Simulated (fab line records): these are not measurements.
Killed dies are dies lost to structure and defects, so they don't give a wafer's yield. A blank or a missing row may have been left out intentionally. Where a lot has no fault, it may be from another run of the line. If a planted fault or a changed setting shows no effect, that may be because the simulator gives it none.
Chamber matching + flow berkeley_cmos170 + UCB170_V2_CMP_02 on cmp-01 has 4 sister chambers
The step polishes SiO2. 4 wafers are shown with their chamber, then 7 later ones without.

## WAFERS PAIRED WITH THEIR CHAMBERS
| wafer  | chamber | motor_current_A (A) |
|--------|---------|---------------------|
| L705.3 | 2       | 13.9                |
| L717.1 | 1       | 13.3                |
| L720.2 | 0       | 17.8                |
| L720.3 | 3       | 16.4                |

## WAFERS WITH NO CHAMBER GIVEN
| wafer  | motor_current_A (A) |
|--------|---------------------|
| L720.6 | 13.3                |
| L727.2 | 12.4                |
| L727.5 | 16.4                |
| L727.6 | 18.9                |
| L728.1 | 13.7                |
| L728.2 | 16.5                |
| L728.6 | 17.1                |

## EACH ONE'S CHAMBER
| wafer  | from the rows above     | in truth |
|--------|-------------------------|----------|
| L720.6 | can't be placed: 1 or 2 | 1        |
| L727.2 | can't be placed: 1 or 2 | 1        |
| L727.5 | 3                       | 3        |
| L727.6 | 0                       | 0        |
| L728.1 | can't be placed: 2 or 1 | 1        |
| L728.2 | can't be placed: 3 or 0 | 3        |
| L728.6 | can't be placed: 0 or 3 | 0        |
2 of 7 placed correctly. Can't be placed from these rows: 5 (the true chamber is among the candidates in 5). Wrongly placed: 0.
How it was worked out, from the rows above alone: a wafer's distance from a chamber is the root of the sum, over the readings, of the square of ((its reading less the chamber's mean) divided by the reading's scatter). The wafer belongs to the nearest chamber; if the next one is less than 2 further off, it can't be placed. A chamber's mean is the mean of its shown wafers. The scatter (one wafer shown for each chamber): square how far every hidden wafer sits from the nearest shown wafer, average those squares and take the square root.
